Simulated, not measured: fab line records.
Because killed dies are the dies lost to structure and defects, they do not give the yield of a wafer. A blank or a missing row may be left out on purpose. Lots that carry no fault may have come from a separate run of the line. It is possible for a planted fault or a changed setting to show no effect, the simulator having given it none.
Struck lot and sound lot, side by side || flow rit_cmos || 15 steps out of a route of 202
Sound: the wafers L546.1, L546.3, L546.4. Struck: wafers L543.1, L543.2, L543.5. At the end, the cause is stated.
Per side, at each step with rows, come the tool, then ch with its chambers, and then its first start. Under that, the readings that differ: sound wafers || struck wafers || difference of the means || sigmas: that difference in standard deviations of wafers without a fault.
alike: words and numbers the same on both sides, and readings whose means are apart by under 2 such deviations; not compared: readings that were withheld, readings missing a value for some wafer, numbers with overlapping values and no deviation given by the record, and bounds like >300 which may hide the same value.
The two part at a step that has a row with sigmas, a row that says differs or no value, or rows on one side only. When numbers do not overlap yet have no deviation, they are printed without sigmas and do not part them. Lack of a reading on every wafer of one side parts them only where that side has two or more wafers.

RIT_CONTACT_CVD_00: deposits SiO2 from TEOS, target thk 400 nm, time 61 s.
  sound on pecvd-02 ch 0,1,2, day 6 18:04; struck on pecvd-02 ch 0,2, day 6 10:04
  alike: heater_power_w
RIT_CONTACT_THK_MEAS_01:
  sound: film_metro-03 at day 6 18:07; struck: film_metro-04 at day 6 10:07
  alike: CONTACT_TEOS_THK
then, 6 steps without rows for these wafers: RIT_CONTACT_HMDS_02 (prime time 60 s); RIT_CONTACT_COAT_03 (resist thk 1000 nm); RIT_CONTACT_SOFTBAKE_04 (time 60 s); RIT_CONTACT_EXPOSE_05 (exposes mask M11, target cd 1000 nm); RIT_CONTACT_PEB_06; RIT_CONTACT_DEVELOP_07 (develop time 120 s).
RIT_CONTACT_CD_MEAS_08 targets a cd of 1000 nm.
  sound: cd_sem-02 at day 6 19:08; struck: cd_sem-02 at day 6 11:08
{"reading": "cd_nm (nm)", "sound": "996.1 995.4 997.5", "struck": "1002.4 1002.4 999.9", "difference": "+5.2", "sigmas": "+2"}
RIT_CONTACT_OVL_MEAS_09:
  sound: overlay-02 at day 6 19:16; struck: overlay-02 at day 6 11:16
  alike: CONTACT_OVL
then, 1 step without rows for these wafers: RIT_CONTACT_HARDBAKE_10 (time 60 s).
RIT_CONTACT_ETCH_11: etches SiO2 in CHF3/CF4/Ar, stops on TiSi2, target depth 480 nm, time 320 s.
  sound on rie_diel-02 ch 0,3, day 6 19:27; struck on rie_diel-04 ch 0,1,2, day 6 11:27
  alike: drypump_motor_current_A, oes_product_au, throttle_valve_pct
  not compared: rf_hours_counter_h
RIT_CONTACT_STRIP_12: strips in O2, time 180 s.
  sound on plasma_asher-01 ch 0,1, day 6 19:38; struck on plasma_asher-03 ch 0,1, day 6 11:38
{"reading": "run_length_s (s)", "sound": "208.71 208.66 207.97", "struck": "196.75 196.09 196.32", "difference": -12.06, "sigmas": -43}
  alike: drypump_motor_current_A
  not compared: rf_hours_counter_h
RIT_CONTACT_CD_MEAS_90 targets a cd of 1000 nm.
  sound: cd_sem-01 at day 6 19:49; struck: cd_sem-02 at day 6 11:49
{"reading": "cd_nm (nm)", "sound": "995.5 994.9 997.3", "struck": "1002.6 1002.4 1000.2", "difference": "+5.8", "sigmas": "+2"}
RIT_M1_PROBE_99:
  sound: prober-01 at day 7 00:36; struck: prober-02 at day 6 16:19
  alike: killed_at_M0_to_M3, killed_at_contacts, killed_at_front_end, killed_dies, killed_on_rim, killed_open, killed_short

## WHERE THEY PART
Last at RIT_CONTACT_CD_MEAS_90 as far as this record goes, first at RIT_CONTACT_CD_MEAS_08. Later steps at which nothing parts them and some readings are alike: RIT_M1_PROBE_99.

WHY: the cause the simulator had injected
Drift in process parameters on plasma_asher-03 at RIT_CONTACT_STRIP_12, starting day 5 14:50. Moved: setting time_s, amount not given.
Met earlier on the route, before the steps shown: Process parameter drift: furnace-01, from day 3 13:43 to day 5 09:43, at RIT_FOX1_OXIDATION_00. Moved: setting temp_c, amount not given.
